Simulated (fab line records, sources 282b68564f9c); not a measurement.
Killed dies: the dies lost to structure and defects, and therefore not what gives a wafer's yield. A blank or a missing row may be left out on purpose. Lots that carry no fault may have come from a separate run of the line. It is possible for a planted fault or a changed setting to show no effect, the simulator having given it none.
Check for tools in common ; flow rit cmos ; 14 lots, 42 wafers sampled

## REASON IT WAS OPENED
At RIT_GATE_CD_MEAS_16 the reading cd nm is flagged on 2 of 14 lots. Fault-free wafers read 148.7 nm, with a standard deviation of 2.9.
Rule: flag the lot when none of its wafers has a number, or when each of its wafers that has one lies beyond 4 standard deviations from that mean. The other lots count as sound.

lot;measured;on;cd nm (nm), wafer by wafer;flag
L763;day 2 23:02;cd sem-01;148.1 144.6 145.2;
L764;day 3 02:19;cd sem-01;146.0 146.4 148.5;
L765;day 3 08:47;cd sem-02;147.7 147.4 149.4;
L766;day 3 12:07;cd sem-02;144.1 141.1 144.2;
L768;day 3 23:57;cd sem-01;150.9 150.5 151.5;
L769;day 4 01:52;cd sem-01;147.1 148.7 147.1;
L771;day 4 11:19;cd sem-01;150.2 152.0 147.8;
L772;day 4 17:10;cd sem-01;145.1 145.3 144.7;
L773;day 4 21:07;cd sem-01;149.3 147.9 150.7;
L775;day 5 06:15;cd sem-02;145.3 147.5 145.5;
L776;day 5 09:49;cd sem-01;152.9 148.4 150.0;
L779;day 6 01:53;cd sem-02;102.4 94.8 121.8;FLAGGED
L780;day 6 07:35;cd sem-02;109.8 82.9 104.2;FLAGGED
L781;day 6 11:26;cd sem-02;146.1 143.7 145.0;
The mean of the flagged lots' numbers is 102.7 nm, -46.0 nm from the usual (-16 standard deviations).

## LOT BY LOT: THE TOOL USED
The record holds 1 process step before the reading, out of a route of 202 steps. Each cell gives the tool, then ch followed by the chambers the sampled wafers passed through, then the start.
lot;flag;RIT_GATE_EXPOSE_13
L763;;iline stepper-02 ch 0, day 2 22:38
L764;;iline stepper-01 ch 0, day 3 01:55
L765;;iline stepper-01 ch 0, day 3 08:23
L766;;iline stepper-02 ch 0, day 3 11:43
L768;;iline stepper-02 ch 0, day 3 23:33
L769;;iline stepper-01 ch 0, day 4 01:28
L771;;iline stepper-01 ch 0, day 4 10:55
L772;;iline stepper-02 ch 0, day 4 16:46
L773;;iline stepper-01 ch 0, day 4 20:43
L775;;iline stepper-01 ch 0, day 5 05:51
L776;;iline stepper-01 ch 0, day 5 09:25
L779;FLAGGED;iline stepper-01 ch 0, day 6 01:29
L780;FLAGGED;iline stepper-01 ch 0, day 6 07:04
L781;;iline stepper-02 ch 0, day 6 11:02
What is done by these steps:
- RIT_GATE_EXPOSE_13: exposes mask M6, target cd 150 nm.
- RIT_GATE_CD_MEAS_16: target cd 150 nm.

## FLAGGED AGAINST TOTAL, ONE TOOL AT A TIME (gauges that did the reading follow at the end)
step;tool;lots run;flagged;share of the flagged lots;sound lots run after its first flagged lot
RIT_GATE_EXPOSE_13;iline stepper-01;9;2;all;0
RIT_GATE_EXPOSE_13;iline stepper-02;5;0;none;-
RIT_GATE_CD_MEAS_16;cd sem-01;8;0;none;-
RIT_GATE_CD_MEAS_16;cd sem-02;6;2;all;1 (L781)

## THE TABLE: WHAT IT ALLOWS
Rows of the table that ran all the flagged lots, 2 in number: iline stepper-01 at RIT_GATE_EXPOSE_13; cd sem-02 at RIT_GATE_CD_MEAS_16.
- iline stepper-01 at RIT_GATE_EXPOSE_13 ran 9 lots, 2 of them flagged. Last sound lot L776 at day 5 09:25, first flagged lot L779 at day 6 01:29; a fault beginning in between fits. Its own readings (exposure dose mJ cm2) fall more than 4 standard deviations out on all wafers of the flagged lots.
- cd sem-02 at RIT_GATE_CD_MEAS_16 ran 6 lots, 2 of them flagged. Sound lots followed the first flagged one (L781) on it, something a lasting fault affecting the whole tool could not allow.
Just one tool remains: iline stepper-01 at RIT_GATE_EXPOSE_13.

## WHAT THE SIMULATOR HAD INSERTED
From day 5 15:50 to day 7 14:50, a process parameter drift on iline stepper-01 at RIT_GATE_EXPOSE_13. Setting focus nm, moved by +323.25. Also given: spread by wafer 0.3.
Struck lots among those shown: L779, L780. The rule above found the same.
